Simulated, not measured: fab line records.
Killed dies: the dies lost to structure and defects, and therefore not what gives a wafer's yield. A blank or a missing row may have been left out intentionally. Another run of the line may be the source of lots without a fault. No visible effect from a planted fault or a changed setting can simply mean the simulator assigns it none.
fab line records ; flow berkeley_cmos170 ; part 1 of 2: steps 1 to 27 of 40
record lots=5; wafers=15; last_day=12
route steps=331 shown M2@284 V2@292 M3@309
lots that met no fault: from a run of the same line without faults
start_h: hours from the record's opening day to when the first of the lot's shown wafers began ; wait_h: hours since the lot's step before ; " as in the row above ; L1.1+2: a row that stands for several wafers ; - value missing, or start not given ; * or withheld: withheld ; < > ~ a bound
route shown NAME@n: names a module that has steps shown in the file, with the first one's number in the route ; usual: average and standard deviation across the fault-free wafers ; same: alike in all rows ; chamber/n: place in a boat ; sites: readings site by site ; _std_site: their standard deviation ; _edge_site: outer sites' mean less inner sites' ; radius_mm: for every site, how far away it sits from the centre of the wafer ; mask NAME#n: copy n ; behind: the last tool/chamber to shape the wafer ; hold: why the lot went on hold/how many hours it stayed there/how the hold came to an end ; device: which transistor (n, p or np) failed to switch ; end of line: the route-end tests of the same wafers ; a step without rows: its recipe alone ; killed: count of dies lost to structure and defects at first sort (not the wafer's yield) ; map: shows each die of a wafer: x if killed, . if not, _ if none is there
set.NAME: the setting that was run; set.NAME@STEP: the one run at that earlier step ; model.NAME: the simulator's own value behind a step, which no gauge read
lots at selected steps of the route; one table per step, one row per wafer
services: when a tool's chamber went out of use (start_h, in hours from the record's first day, below 0 if earlier), for how many hours, and the reason
## steps
# step UCB170_M2_PEB_13
# recipe peb_temp_c=130; peb_time_s=withheld; resist=KrF
lot.wafer;tool;chamber;start_h;wait_h
L085.2+3+5;litho_track-01;0;242.38;0.8
L089.2+4+6;litho_track-04;0;242.39;0.7
L091.1+2+6;litho_track-01;0;259.55;0.4
L095.2+3+6;litho_track-01;0;274.42;0.1
L097.2+3+5;litho_track-01;0;284.95;0.3
# step UCB170_M2_DEVELOP_14
# recipe developer=TMAH; develop_time_s=45; resist=KrF; dev_temp_c=21
lot.wafer;tool;chamber;start_h;wait_h
L085.2+3+5;litho_track-01;0;-;-
L089.2+4+6;litho_track-04;0;-;-
L091.1+2+6;litho_track-01;0;-;-
L095.2+3+6;litho_track-01;0;-;-
L097.2+3+5;litho_track-01;0;-;-
# step UCB170_M2_CD_MEAS_15
# recipe target_cd_nm=700
# usual cd_nm=699.8/1.1
lot.wafer;tool;chamber;start_h;wait_h;cd_nm
L085.2;cd_sem-01;-;242.65;-;700.1
L085.3;cd_sem-01;-;242.65;-;700.9
L085.5;cd_sem-01;-;242.65;-;700.5
L089.2;cd_sem-01;-;242.77;-;701.3
L089.4;cd_sem-01;-;242.77;-;700.9
L089.6;cd_sem-01;-;242.77;-;699.7
L091.1;cd_sem-01;-;259.83;-;699.7
L091.2;cd_sem-01;-;259.83;-;698.6
L091.6;cd_sem-01;-;259.83;-;699.6
L095.2;cd_sem-01;-;274.69;-;700.7
L095.3;cd_sem-01;-;274.69;-;700.8
L095.6;cd_sem-01;-;274.69;-;701.0
L097.2;cd_sem-01;-;285.22;-;698.7
L097.3;cd_sem-01;-;285.22;-;698.1
L097.5;cd_sem-01;-;285.22;-;697.9
# step UCB170_M2_OVL_MEAS_16
# usual M2_OVL=5/5
lot.wafer;tool;chamber;start_h;wait_h;M2_OVL[nm]
L085.2;overlay-02;-;242.75;0.1;3
L085.3;overlay-02;-;242.75;0.1;6
L085.5;overlay-02;-;242.75;0.1;4
L089.2;overlay-02;-;242.87;0.1;16
L089.4;overlay-02;-;242.87;0.1;6
L089.6;overlay-02;-;242.87;0.1;12
L091.1;overlay-02;-;259.95;0.1;-2
L091.2;overlay-02;-;259.95;0.1;-3
L091.6;overlay-02;-;259.95;0.1;0
L095.2;overlay-01;-;274.80;0.1;3
L095.3;overlay-01;-;274.80;0.1;10
L095.6;overlay-01;-;274.80;0.1;9
L097.2;overlay-02;-;285.33;0.1;-8
L097.3;overlay-02;-;285.33;0.1;12
L097.5;overlay-02;-;285.33;0.1;0
# step UCB170_M2_ETCH_17
# recipe chemistry=N2/H2; target_depth_a=withheld; overetch_a=withheld; target=BARC; time_s=withheld; source_w=500; bias_w=100; pressure_mtorr=30; n2_flow_sccm=100; h2_flow_sccm=200
# usual bias_w=99.94/0.3; drypump_motor_current_A=5.5/0.48; oes_product_au=1.001/0.016; throttle_valve_pct=13.24/0.16
lot.wafer;tool;chamber;start_h;wait_h;bias_w;drypump_motor_current_A;oes_product_au;throttle_valve_pct
L085.2;rie_diel-02;3;242.78;0.0;100.07;5.9;1.013;13.20
L085.3;rie_diel-02;2;242.78;0.0;99.91;6.0;0.983;13.17
L085.5;rie_diel-02;2;242.78;0.0;100.16;6.1;0.990;13.16
L089.2;rie_diel-04;3;242.90;0.0;99.54;6.0;1.017;12.88
L089.4;rie_diel-04;0;242.90;0.0;99.83;6.2;0.987;13.52
L089.6;rie_diel-04;2;242.90;0.0;99.73;5.1;1.009;13.25
L091.1;rie_diel-02;0;259.98;0.0;99.83;4.8;0.990;13.33
L091.2;rie_diel-02;1;259.98;0.0;100.37;5.9;0.987;13.27
L091.6;rie_diel-02;0;259.98;0.0;100.47;4.9;0.984;13.34
L095.2;rie_diel-04;1;274.83;0.0;99.78;5.3;1.009;13.07
L095.3;rie_diel-04;2;274.83;0.0;99.89;5.2;1.014;13.24
L095.6;rie_diel-04;2;274.83;0.0;99.44;5.2;1.023;13.26
L097.2;rie_diel-03;1;285.36;0.0;100.68;5.1;0.997;13.33
L097.3;rie_diel-03;0;285.36;0.0;99.62;5.3;1.041;13.42
L097.5;rie_diel-03;1;285.36;0.0;99.97;5.1;0.993;13.31
# step UCB170_M2_METAL_ETCH_18
# recipe chemistry=Cl2/BCl3; target=Al; stop_on=SiO2; pressure_mtorr=12; target_depth_a=11700; over_etch_frac=0.3; time_s=195; icp_w=600; bias_w=120; Cl2_flow_sccm=90; bcl3_flow_sccm=45
# usual bias_w=120.0/0.34; drypump_motor_current_A=5.6/0.58; oes_product_au=0.852/0.0085; throttle_valve_pct=24.35/0.2
lot.wafer;tool;chamber;start_h;wait_h;bias_w;drypump_motor_current_A;oes_product_au;rf_hours_counter_h;throttle_valve_pct
L085.2;rie_metal-02;0;242.83;-;120.1;5.9;0.862;2.5;24.25
L085.3;rie_metal-02;0;242.83;-;120.2;5.9;0.851;-;24.25
L085.5;rie_metal-02;1;242.83;-;120.3;5.9;0.845;-;24.27
L089.2;rie_metal-01;1;242.95;-;119.8;5.1;0.847;8.6;24.49
L089.4;rie_metal-01;1;242.95;-;119.5;5.1;0.857;-;24.49
L089.6;rie_metal-01;1;242.95;-;120.3;5.1;0.855;-;24.49
L091.1;rie_metal-01;0;260.03;-;119.7;5.1;0.871;6.6;24.05
L091.2;rie_metal-01;1;260.03;-;119.6;5.1;0.850;9.4;24.50
L091.6;rie_metal-01;1;260.03;-;120.3;5.1;0.858;-;24.49
L095.2;rie_metal-01;0;274.87;-;120.0;5.1;0.855;7.0;24.04
L095.3;rie_metal-01;1;274.87;-;120.6;5.1;0.850;-;24.50
L095.6;rie_metal-01;1;274.87;-;120.2;5.1;0.852;-;24.50
L097.2;rie_metal-02;0;285.40;-;119.9;5.9;0.846;4.0;24.23
L097.3;rie_metal-02;1;285.40;-;119.4;5.9;0.828;-;24.28
L097.5;rie_metal-02;0;285.40;-;120.2;5.9;0.855;-;24.26
# step UCB170_M2_STRIP_19
# recipe chemistry=O2; power_w=400; pressure_mtorr=3500; platen_temp_c=withheld; o2_flow_sccm=400; overash_fraction=0.5
# usual drypump_motor_current_A=5.4/0.47; oes_product_au=0.538/0.009
lot.wafer;tool;chamber;start_h;wait_h;drypump_motor_current_A;oes_product_au;rf_hours_counter_h
L085.2;plasma_asher-03;1;243.01;0.1;6.1;0.541;54
L085.3;plasma_asher-03;0;243.01;0.1;5.0;0.542;-
L085.5;plasma_asher-03;1;243.01;0.1;6.1;0.542;-
L089.2;plasma_asher-01;1;243.13;0.1;5.5;0.525;47
L089.4;plasma_asher-01;0;243.13;0.1;4.8;0.526;-
L089.6;plasma_asher-01;1;243.13;0.1;5.5;0.521;-
L091.1;plasma_asher-02;1;260.21;0.1;5.8;0.535;57
L091.2;plasma_asher-02;0;260.21;0.1;5.1;0.531;57
L091.6;plasma_asher-02;1;260.21;0.1;5.8;0.531;-
L095.2;plasma_asher-01;1;275.06;0.1;5.5;0.539;51
L095.3;plasma_asher-01;1;275.06;0.1;5.5;0.537;-
L095.6;plasma_asher-01;1;275.06;0.1;5.5;0.544;-
L097.2;plasma_asher-01;0;285.59;0.1;4.7;0.551;51
L097.3;plasma_asher-01;1;285.59;0.1;5.5;0.536;-
L097.5;plasma_asher-01;0;285.59;0.1;4.8;0.539;-
# step UCB170_M2_CD_MEAS_90
# recipe target_cd_nm=700
# usual cd_nm=699.6/2.6
lot.wafer;tool;chamber;start_h;wait_h;cd_nm
L085.2;cd_sem-01;-;243.16;0.1;699.9
L085.3;cd_sem-01;-;243.16;0.1;701.5
L085.5;cd_sem-01;-;243.16;0.1;701.7
L089.2;cd_sem-02;-;243.35;0.2;702.2
L089.4;cd_sem-02;-;243.35;0.2;702.0
L089.6;cd_sem-02;-;243.35;0.2;700.3
L091.1;cd_sem-01;-;260.31;0.1;700.5
L091.2;cd_sem-01;-;260.31;0.1;705.2
L091.6;cd_sem-01;-;260.31;0.1;702.3
L095.2;cd_sem-02;-;275.18;0.1;703.8
L095.3;cd_sem-02;-;275.18;0.1;701.1
L095.6;cd_sem-02;-;275.18;0.1;703.0
L097.2;cd_sem-02;-;285.71;0.1;702.3
L097.3;cd_sem-02;-;285.71;0.1;698.3
L097.5;cd_sem-02;-;285.71;0.1;699.8
# step UCB170_V2_CVD_00
# recipe material=SiO2; target_thk_nm=2000; temp_c=390; precursor=TEOS/O2; time_s=250; rf_w=550; pressure_mtorr=9000
# usual heater_power_w=255/62; pressure_mtorr=9001/20
lot.wafer;tool;chamber;start_h;wait_h;heater_power_w;pressure_mtorr
L085.2;pecvd-01;2;243.26;0.1;326;8998
L085.3;pecvd-01;0;243.26;0.1;277;8999
L085.5;pecvd-01;1;243.26;0.1;278;8992
L089.2;pecvd-04;2;243.45;0.1;314;9015
L089.4;pecvd-04;1;243.45;0.1;181;9000
L089.6;pecvd-04;2;243.45;0.1;260;9017
L091.1;pecvd-01;2;260.43;0.1;283;9000
L091.2;pecvd-01;1;260.43;0.1;202;8992
L091.6;pecvd-01;2;260.43;0.1;334;8989
L095.2;pecvd-02;0;275.28;0.1;242;8977
L095.3;pecvd-02;2;275.28;0.1;195;9004
L095.6;pecvd-02;1;275.28;0.1;314;9042
L097.2;pecvd-02;0;285.81;0.1;235;9004
L097.3;pecvd-02;2;285.81;0.1;231;8985
L097.5;pecvd-02;1;285.81;0.1;426;9018
# step UCB170_V2_THK_MEAS_01
# recipe reads=SiO2_of_V2_CVD_00
# usual V2_TEOS_THK=2007/24
lot.wafer;tool;chamber;start_h;wait_h;V2_TEOS_THK[nm]
L085.2;film_metro-01;-;243.43;0.1;1957
L085.3;film_metro-01;-;243.43;0.1;1958
L085.5;film_metro-01;-;243.43;0.1;1988
L089.2;film_metro-03;-;243.61;0.1;2004
L089.4;film_metro-03;-;243.61;0.1;2011
L089.6;film_metro-03;-;243.61;0.1;2032
L091.1;film_metro-01;-;260.59;0.1;1975
L091.2;film_metro-01;-;260.59;0.1;2005
L091.6;film_metro-01;-;260.59;0.1;2028
L095.2;film_metro-03;-;275.44;0.1;2000
L095.3;film_metro-03;-;275.44;0.1;2014
L095.6;film_metro-03;-;275.44;0.1;2029
L097.2;film_metro-03;-;285.97;0.1;1990
L097.3;film_metro-03;-;285.97;0.1;2010
L097.5;film_metro-03;-;285.97;0.1;2010
# step UCB170_V2_CMP_02
# recipe material=SiO2; down_force_psi=6; platen_rpm=60; pad_velocity_m_s=0.75398
# usual edge_zone_pressure_frac=1.000/0.0049; motor_current_A=16.1/2; retaining_ring_pressure_frac=1.001/0.0052
lot.wafer;tool;chamber;start_h;wait_h;edge_zone_pressure_frac;motor_current_A;retaining_ring_pressure_frac
L085.3;cmp-02;2;243.53;0.1;1.003;17.9;1.004
L085.2;cmp-02;0;243.53;0.1;1.000;13.8;0.990
L085.5;cmp-02;2;243.53;0.1;1.004;18.1;1.005
L089.4;cmp-01;1;243.66;0.0;1.000;18.2;0.998
L089.2;cmp-01;0;243.66;0.0;1.000;14.5;1.000
L089.6;cmp-01;1;243.66;0.0;0.998;18.3;0.998
L091.2;cmp-01;0;260.65;0.0;1.004;14.6;0.998
L091.1;cmp-01;2;260.65;0.0;0.998;18.2;0.997
L091.6;cmp-01;0;260.65;0.0;1.000;13.8;0.997
L095.3;cmp-01;1;275.54;0.1;0.999;17.4;1.005
L095.2;cmp-01;3;275.54;0.1;1.002;17.5;0.998
L095.6;cmp-01;1;275.54;0.1;0.992;18.0;1.006
L097.2;cmp-02;2;286.02;0.0;1.000;18.4;0.994
L097.3;cmp-02;0;286.02;0.0;0.996;13.3;1.010
L097.5;cmp-02;3;286.02;0.0;1.005;15.4;1.004
# step UCB170_V2_BOW_MEAS_03
# recipe mode=bow
# usual V2_BOW=36/7.2
lot.wafer;tool;chamber;start_h;wait_h;V2_BOW[um]
L085.2;film_metro-01;-;243.80;0.1;39
L085.3;film_metro-01;-;243.80;0.1;41
L085.5;film_metro-01;-;243.80;0.1;28
L089.2;film_metro-03;-;243.98;0.1;51
L089.4;film_metro-03;-;243.98;0.1;39
L089.6;film_metro-03;-;243.98;0.1;30
L091.1;film_metro-01;-;260.95;0.1;28
L091.2;film_metro-01;-;260.95;0.1;28
L091.6;film_metro-01;-;260.95;0.1;35
L095.2;film_metro-03;-;275.81;0.1;39
L095.3;film_metro-03;-;275.81;0.1;28
L095.6;film_metro-03;-;275.81;0.1;21
L097.2;film_metro-01;-;286.34;0.3;36
L097.3;film_metro-01;-;286.34;0.3;31
L097.5;film_metro-01;-;286.34;0.3;32
# step UCB170_V2_THK_MEAS_04
# recipe reads=SiO2_of_V2_CVD_00
# usual V2_POLISHED_THK=1000.1/1
lot.wafer;tool;chamber;start_h;wait_h;V2_POLISHED_THK[nm]
L085.2;film_metro-01;-;243.91;0.1;1000.5
L085.3;film_metro-01;-;243.91;0.1;1001.0
L085.5;film_metro-01;-;243.91;0.1;1001.4
L089.2;film_metro-03;-;244.09;0.1;999.6
L089.4;film_metro-03;-;244.09;0.1;999.6
L089.6;film_metro-03;-;244.09;0.1;1002.0
L091.1;film_metro-01;-;261.07;0.1;1000.0
L091.2;film_metro-01;-;261.07;0.1;999.3
L091.6;film_metro-01;-;261.07;0.1;998.9
L095.2;film_metro-03;-;275.92;0.1;1001.2
L095.3;film_metro-03;-;275.92;0.1;1001.5
L095.6;film_metro-03;-;275.92;0.1;1002.6
L097.2;film_metro-01;-;286.45;0.1;1001.4
L097.3;film_metro-01;-;286.45;0.1;999.8
L097.5;film_metro-01;-;286.45;0.1;1001.5
# step UCB170_V2_CLEAN_05
# recipe chemistry=DIW
lot.wafer;tool;chamber;start_h;wait_h
L085.2+3+5;wet_bench-01;3;244.07;0.2
L089.2+4+6;wet_bench-03;2;244.23;0.1
L091.1+2+6;wet_bench-01;2;261.26;0.2
L095.2+3+6;wet_bench-01;2;275.97;0.0
L097.2+3+5;wet_bench-01;0;286.50;0.0
# step UCB170_V2_HMDS_06
# recipe prime_time_s=60; prime_temp_c=100
# usual prime_temp_c=99.95/0.12
lot.wafer;tool;chamber;start_h;wait_h;prime_temp_c
L085.2;litho_track-01;0;244.54;0.3;99.85
L085.3;litho_track-01;0;244.54;0.3;100.04
L085.5;litho_track-01;0;244.54;0.3;99.90
L089.2;litho_track-04;0;244.63;0.2;99.76
L089.4;litho_track-04;0;244.63;0.2;99.98
L089.6;litho_track-04;0;244.63;0.2;99.87
L091.1;litho_track-04;0;261.60;0.1;99.78
L091.2;litho_track-04;0;261.60;0.1;99.76
L091.6;litho_track-04;0;261.60;0.1;99.88
L095.2;litho_track-04;0;276.17;0.0;99.98
L095.3;litho_track-04;0;276.17;0.0;100.11
L095.6;litho_track-04;0;276.17;0.0;99.86
L097.2;litho_track-04;0;286.70;0.0;99.84
L097.3;litho_track-04;0;286.70;0.0;99.81
L097.5;litho_track-04;0;286.70;0.0;99.86
# step UCB170_V2_COAT_07
# recipe resist=KrF; spin_rpm=1500; resist_thk_nm=900
lot.wafer;tool;chamber;start_h;wait_h
L085.2+3+5;litho_track-01;0;244.69;0.1
L089.2+4+6;litho_track-04;0;244.78;0.1
L091.1+2+6;litho_track-04;0;261.75;0.1
L095.2+3+6;litho_track-04;0;276.32;0.1
L097.2+3+5;litho_track-04;0;286.85;0.1
# step UCB170_V2_SOFTBAKE_08
# recipe resist=KrF; temp_c=130; time_s=60
lot.wafer;tool;chamber;start_h;wait_h
L085.2+3+5;litho_track-01;0;244.84;0.1
L089.2+4+6;litho_track-04;0;244.93;0.1
L091.1+2+6;litho_track-04;0;261.90;0.1
L095.2+3+6;litho_track-04;0;276.47;0.1
L097.2+3+5;litho_track-04;0;287.00;0.1
# step UCB170_V2_EXPOSE_09
# recipe mask_id=VIA2; target_cd_nm=700; na=0.5; sigma_outer=0.6; source_shape=conventional; dose_mj=37
# usual focus_offset_nm=0.1/0.58
lot.wafer;tool;chamber;start_h;wait_h;mask;focus_offset_nm
L085.2;krf_scanner-01;0;245.11;0.2;VIA2#0;0.2
L085.3;krf_scanner-01;0;245.11;0.2;VIA2#0;0.1
L085.5;krf_scanner-01;0;245.11;0.2;VIA2#0;0.1
L089.2;krf_scanner-02;0;245.36;0.4;VIA2#0;-0.6
L089.4;krf_scanner-02;0;245.36;0.4;VIA2#0;0.6
L089.6;krf_scanner-02;0;245.36;0.4;VIA2#0;-0.3
L091.1;krf_scanner-02;0;262.18;0.2;VIA2#0;0.8
L091.2;krf_scanner-02;0;262.18;0.2;VIA2#0;-1.4
L091.6;krf_scanner-02;0;262.18;0.2;VIA2#0;-0.8
L095.2;krf_scanner-02;0;276.62;0.1;VIA2#0;0.1
L095.3;krf_scanner-02;0;276.62;0.1;VIA2#0;0.8
L095.6;krf_scanner-02;0;276.62;0.1;VIA2#0;0.1
L097.2;krf_scanner-02;0;287.15;0.1;VIA2#0;0.7
L097.3;krf_scanner-02;0;287.15;0.1;VIA2#0;0.9
L097.5;krf_scanner-02;0;287.15;0.1;VIA2#0;1.4
# step UCB170_V2_PEB_10
# recipe peb_temp_c=130; peb_time_s=withheld; resist=KrF
lot.wafer;tool;chamber;start_h;wait_h
L085.2+3+5;litho_track-02;0;245.61;0.5
L089.2+4+6;litho_track-04;0;245.81;0.4
L091.1+2+6;litho_track-02;0;262.33;0.1
L095.2+3+6;litho_track-01;0;276.74;0.1
L097.2+3+5;litho_track-02;0;287.27;0.1
# step UCB170_V2_DEVELOP_11
# recipe developer=TMAH; develop_time_s=45; resist=KrF; dev_temp_c=21
lot.wafer;tool;chamber;start_h;wait_h
L085.2+3+5;litho_track-02;0;-;-
L089.2+4+6;litho_track-04;0;-;-
L091.1+2+6;litho_track-02;0;-;-
L095.2+3+6;litho_track-01;0;-;-
L097.2+3+5;litho_track-02;0;-;-
# step UCB170_V2_CD_MEAS_12
# recipe target_cd_nm=700
# usual cd_nm=699.9/1.5
lot.wafer;tool;chamber;start_h;wait_h;cd_nm
L085.2;cd_sem-01;-;245.88;-;697.7
L085.3;cd_sem-01;-;245.88;-;698.5
L085.5;cd_sem-01;-;245.88;-;697.9
L089.2;cd_sem-01;-;246.08;-;702.1
L089.4;cd_sem-01;-;246.08;-;701.1
L089.6;cd_sem-01;-;246.08;-;700.1
L091.1;cd_sem-02;-;262.60;-;699.2
L091.2;cd_sem-02;-;262.60;-;697.2
L091.6;cd_sem-02;-;262.60;-;698.5
L095.2;cd_sem-01;-;277.01;-;697.5
L095.3;cd_sem-01;-;277.01;-;696.8
L095.6;cd_sem-01;-;277.01;-;698.5
L097.2;cd_sem-02;-;287.54;-;701.6
L097.3;cd_sem-02;-;287.54;-;700.7
L097.5;cd_sem-02;-;287.54;-;698.8
# step UCB170_V2_OVL_MEAS_13
# usual V2_OVL=0/6.3
lot.wafer;tool;chamber;start_h;wait_h;V2_OVL[nm]
L085.2;overlay-01;-;245.98;0.1;-4
L085.3;overlay-01;-;245.98;0.1;6
L085.5;overlay-01;-;245.98;0.1;-6
L089.2;overlay-01;-;246.18;0.1;2
L089.4;overlay-01;-;246.18;0.1;9
L089.6;overlay-01;-;246.18;0.1;-2
L091.1;overlay-02;-;262.72;0.1;0
L091.2;overlay-02;-;262.72;0.1;-5
L091.6;overlay-02;-;262.72;0.1;3
L095.2;overlay-02;-;277.11;0.1;-4
L095.3;overlay-02;-;277.11;0.1;-4
L095.6;overlay-02;-;277.11;0.1;-6
L097.2;overlay-01;-;287.64;0.1;-9
L097.3;overlay-01;-;287.64;0.1;2
L097.5;overlay-01;-;287.64;0.1;-5
# step UCB170_V2_ETCH_14
# recipe chemistry=CHF3/CF4/Ar; target=SiO2; stop_on=Al; CHF3_flow_sccm=45; cf4_flow_sccm=15; Ar_flow_sccm=150; pressure_mtorr=200; rf_w=700; target_depth_a=12500; over_etch_frac=0.25; time_s=291
# usual drypump_motor_current_A=5.7/0.42; oes_product_au=0.876/0.015; throttle_valve_pct=6.96/0.12
lot.wafer;tool;chamber;start_h;wait_h;drypump_motor_current_A;oes_product_au;rf_hours_counter_h;throttle_valve_pct
L085.2;rie_diel-02;2;246.01;0.0;6.0;0.869;44;6.87
L085.3;rie_diel-02;1;246.01;0.0;5.9;0.872;2;7.00
L085.5;rie_diel-02;1;246.01;0.0;5.9;0.872;-;6.98
L089.2;rie_diel-01;1;246.21;0.0;5.1;0.887;3;6.85
L089.4;rie_diel-01;0;246.21;0.0;5.3;0.902;51;7.12
L089.6;rie_diel-01;2;246.21;0.0;5.5;0.903;-;7.02
L091.1;rie_diel-01;3;262.76;0.0;6.1;0.864;85;7.04
L091.2;rie_diel-01;0;262.76;0.0;5.3;0.887;52;7.13
L091.6;rie_diel-01;3;262.76;0.0;6.1;0.858;-;7.06
L095.2;rie_diel-02;1;277.14;0.0;5.9;0.871;4;6.99
L095.3;rie_diel-02;2;277.14;0.0;6.0;0.875;45;6.89
L095.6;rie_diel-02;2;277.14;0.0;6.0;0.860;-;6.90
L097.2;rie_diel-02;1;287.67;0.0;5.8;0.869;4;7.00
L097.3;rie_diel-02;0;287.67;0.0;4.8;0.854;118;6.99
L097.5;rie_diel-02;2;287.67;0.0;6.0;0.870;-;6.88
# step UCB170_V2_STRIP_15
# recipe chemistry=O2; power_w=400; pressure_mtorr=3500; platen_temp_c=withheld; o2_flow_sccm=400; overash_fraction=0.5
# usual drypump_motor_current_A=5.6/0.63; oes_product_au=0.721/0.0044; strip_time_to_endpoint_s=15.34/0.097
lot.wafer;tool;chamber;start_h;wait_h;drypump_motor_current_A;oes_product_au;rf_hours_counter_h;strip_time_to_endpoint_s
L085.2;plasma_asher-01;1;246.19;0.1;5.5;0.717;47;15.33
L085.3;plasma_asher-01;1;246.19;0.1;5.5;0.719;-;15.32
L085.5;plasma_asher-01;1;246.19;0.1;5.5;0.720;-;15.39
L089.2;plasma_asher-04;0;246.39;0.1;6.7;0.729;16;15.28
L089.4;plasma_asher-04;1;246.39;0.1;6.1;0.720;-;15.23
L089.6;plasma_asher-04;1;246.39;0.1;6.0;0.723;-;15.21
L091.1;plasma_asher-01;1;262.94;0.1;5.5;0.722;49;15.27
L091.2;plasma_asher-01;0;262.94;0.1;4.8;0.724;49;15.24
L091.6;plasma_asher-01;1;262.94;0.1;5.5;0.716;-;15.30
L095.2;plasma_asher-04;0;277.32;0.1;6.7;0.721;19;15.48
L095.3;plasma_asher-04;1;277.32;0.1;6.0;0.721;-;15.44
L095.6;plasma_asher-04;1;277.32;0.1;6.0;0.718;-;15.49
L097.2;plasma_asher-01;1;287.85;0.1;5.5;0.731;52;15.56
L097.3;plasma_asher-01;1;287.85;0.1;5.5;0.729;-;15.46
L097.5;plasma_asher-01;0;287.85;0.1;4.8;0.718;-;15.49
# step UCB170_V2_CD_MEAS_90
# recipe target_cd_nm=700
# usual cd_nm=700.1/1.6
lot.wafer;tool;chamber;start_h;wait_h;cd_nm
L085.2;cd_sem-01;-;246.31;0.1;697.6
L085.3;cd_sem-01;-;246.31;0.1;698.3
L085.5;cd_sem-01;-;246.31;0.1;698.3
L089.2;cd_sem-02;-;246.51;0.1;702.1
L089.4;cd_sem-02;-;246.51;0.1;701.8
L089.6;cd_sem-02;-;246.51;0.1;700.3
L091.1;cd_sem-01;-;263.04;0.1;699.1
L091.2;cd_sem-01;-;263.04;0.1;698.1
L091.6;cd_sem-01;-;263.04;0.1;698.6
L095.2;cd_sem-01;-;277.44;0.1;696.8
L095.3;cd_sem-01;-;277.44;0.1;696.8
L095.6;cd_sem-01;-;277.44;0.1;698.2
L097.2;cd_sem-01;-;287.97;0.1;701.8
L097.3;cd_sem-01;-;287.97;0.1;701.4
L097.5;cd_sem-01;-;287.97;0.1;699.2
# step UCB170_M3_PRE_CLEAN_00
# recipe gas=Ar; preclean_etch_time_s=60
lot.wafer;tool;chamber;start_h;wait_h
L085.2+3+5;pvd_sputter-03;-;246.41;0.1
L089.2+4+6;pvd_sputter-01;-;246.61;0.1
L091.1+2+6;pvd_sputter-01;-;263.16;0.1
L095.2+3+6;pvd_sputter-03;-;277.54;0.1
L097.2+3+5;pvd_sputter-02;-;288.07;0.1
# step UCB170_M3_SPUTTER_01
# recipe material=Al; target_thk_nm=900; time_s=120; power_w=6000; chamber_pressure_pa=0.5
# usual throttle_valve_pct=29.7/1.5
lot.wafer;tool;chamber;start_h;wait_h;throttle_valve_pct
L085.2;pvd_sputter-03;-;246.48;0.0;30.7
L085.3;pvd_sputter-03;-;246.48;0.0;32.8
L085.5;pvd_sputter-03;-;246.48;0.0;27.5
L089.2;pvd_sputter-01;-;246.68;0.0;27.4
L089.4;pvd_sputter-01;-;246.68;0.0;30.4
L089.6;pvd_sputter-01;-;246.68;0.0;27.6
L091.1;pvd_sputter-01;-;263.22;0.0;31.0
L091.2;pvd_sputter-01;-;263.22;0.0;30.4
L091.6;pvd_sputter-01;-;263.22;0.0;30.9
L095.2;pvd_sputter-03;-;277.61;0.0;27.7
L095.3;pvd_sputter-03;-;277.61;0.0;29.3
L095.6;pvd_sputter-03;-;277.61;0.0;30.6
L097.2;pvd_sputter-02;-;288.14;0.0;30.8
L097.3;pvd_sputter-02;-;288.14;0.0;29.6
L097.5;pvd_sputter-02;-;288.14;0.0;30.2
